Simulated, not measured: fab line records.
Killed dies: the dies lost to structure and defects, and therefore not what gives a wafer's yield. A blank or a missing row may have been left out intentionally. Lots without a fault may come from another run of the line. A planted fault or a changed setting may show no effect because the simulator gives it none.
Which tool is to blame? + flow berkeley-cmos170 + Sampling: 7 lots, 21 wafers, 2 of 331 route steps

WHAT EACH GAUGE READ, for each wafer
UCB170_CONTACT_CD_MEAS_90: target cd 700 nm.
| lot  | measured     | on        | cd-nm (nm)        |
|------|--------------|-----------|-------------------|
| L227 | day 8 08:25  | cd-sem-02 | 697.3 698.3 699.0 |
| L229 | day 9 12:30  | cd-sem-01 | 694.2 696.9 695.7 |
| L230 | day 9 12:26  | cd-sem-02 | 702.1 702.7 702.5 |
| L235 | day 9 12:46  | cd-sem-02 | 698.2 696.6 699.1 |
| L238 | day 10 03:29 | cd-sem-02 | 701.0 701.3 701.4 |
| L239 | day 10 16:34 | cd-sem-02 | 700.3 701.1 700.7 |
| L247 | day 12 07:37 | cd-sem-01 | 698.5 698.0 698.9 |

WHAT TOOL EACH LOT RAN ON (gives the tool, then ch and the chambers of the sampled wafers, and finally the start)
| lot  | UCB170_SDANNEAL_RTA_01           |
|------|----------------------------------|
| L227 | rtp-anneal-02 ch 0, day 8 02:53  |
| L229 | rtp-anneal-02 ch 0, day 9 04:23  |
| L230 | rtp-anneal-01 ch 0, day 9 04:45  |
| L235 | rtp-anneal-02 ch 0, day 9 05:11  |
| L238 | rtp-anneal-01 ch 0, day 9 17:34  |
| L239 | rtp-anneal-01 ch 0, day 10 10:31 |
| L247 | rtp-anneal-02 ch 0, day 12 01:08 |
- UCB170_SDANNEAL_RTA_01: time 5 s.

THE ANSWER, worked out from the rows above alone
Rule: the usual values come from the lots themselves. Put in order of their means at a reading, lots are off if they are a third of the lots or fewer, leave a main group of 4 or more, and stand apart from it by a gap of 3 or more times the standard deviation of the main group's means; of several such gaps the widest counts. If all means in a main group match to the digits the tables above print for the reading, that group is not used. A lot without any number at a reading at which 4 lots or more have one is off too. The other lots that the step has rows for count as sound.
Across all readings shown, no lot is off: no conclusion can be drawn from this.

WHAT THE SIMULATOR HAD PUT IN
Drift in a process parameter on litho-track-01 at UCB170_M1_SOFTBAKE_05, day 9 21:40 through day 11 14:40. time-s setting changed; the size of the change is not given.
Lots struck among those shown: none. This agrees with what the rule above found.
